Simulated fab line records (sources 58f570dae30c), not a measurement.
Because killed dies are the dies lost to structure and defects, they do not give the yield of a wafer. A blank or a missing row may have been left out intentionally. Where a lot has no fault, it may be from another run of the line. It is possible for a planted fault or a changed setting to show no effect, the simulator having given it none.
Code-filled problem report in 8D (eight disciplines) form :: flow berkeley-cmos170 :: the parts of the form that need people (team, actions taken, sign-off) are left out

== 1. THE PROBLEM ==
beam-energy-keV at UCB170_PWELL_IMPLANT_15 reads a mean of 56.756 on 6 wafers of 2 lots; wafers without a fault read 59.998 with a standard deviation of 0.019. So: -99 or more standard deviations from the usual mean.
Seen first at day 7 22:44 on implanter-01, wafer L229.2. At this step, 18 wafers from 6 lots have a number in the record. The rule behind "out" and "out of limits": a value lying over 4 standard deviations away from the usual mean. Any other wafer with a number is counted as sound.

== 2. WHAT IT IS AND WHAT IT IS NOT ==
question: which readings at this step
is: beam-energy-keV
is not: -

question: which lots
is: L229, L231
is not: L208, L213, L214, L228

question: which wafers of those lots
is: all that have a number
is not: -

question: read on which tools
is: implanter-01
is not: implanter-03, implanter-04

question: when
is: from day 7 22:44
is not: up to then (12 sound wafers)

== 3. WHAT RULES OUT EACH SUSPECT ==
Counting: a tool stays on the suspect list if, at a process step up to the reading, it processed all lots that are out and no sound lot following the first of them.
- implanter-01 at UCB170_PWELL_IMPLANT_15: kept. It processed each lot that is out, first L229 at day 7 22:44, and no sound lot thereafter; up to then, the last sound lot it processed was L228 at day 7 08:59. Its own beam-energy-keV readings are out on those wafers.
Left after counting: implanter-01 at UCB170_PWELL_IMPLANT_15.

== 4. THE CAUSE (what the simulator had put in) ==
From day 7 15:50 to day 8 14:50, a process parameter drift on implanter-01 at UCB170_PWELL_IMPLANT_15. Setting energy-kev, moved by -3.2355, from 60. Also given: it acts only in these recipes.
This tool alone remained once counting was done.

== 5. SEQUENCE OF EFFECTS, ordered by route ==
Each row: a reading whose mean over the struck wafers that have a number lies more than 3 standard deviations from the usual. Readings are gone through only where the record gives a usual standard deviation; hours: the median, over the lots, of the time from a lot's start at the first step in this table giving one to that lot's start at this step; sigmas: the change measured in usual standard deviations.
hours: 0
step: UCB170_PWELL_IMPLANT_15
reading: beam-energy-keV
usual: 59.998
on struck wafers: 56.756
change: -3.242
sigmas: -99 or more
The process steps in it:
- UCB170_PWELL_IMPLANT_15

== 6. HOW IT WOULD HAVE BEEN CAUGHT EARLIER ==
7 hours passed between the start of the fault at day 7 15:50 and the first reading out of limits in this record, taken at day 7 22:44.
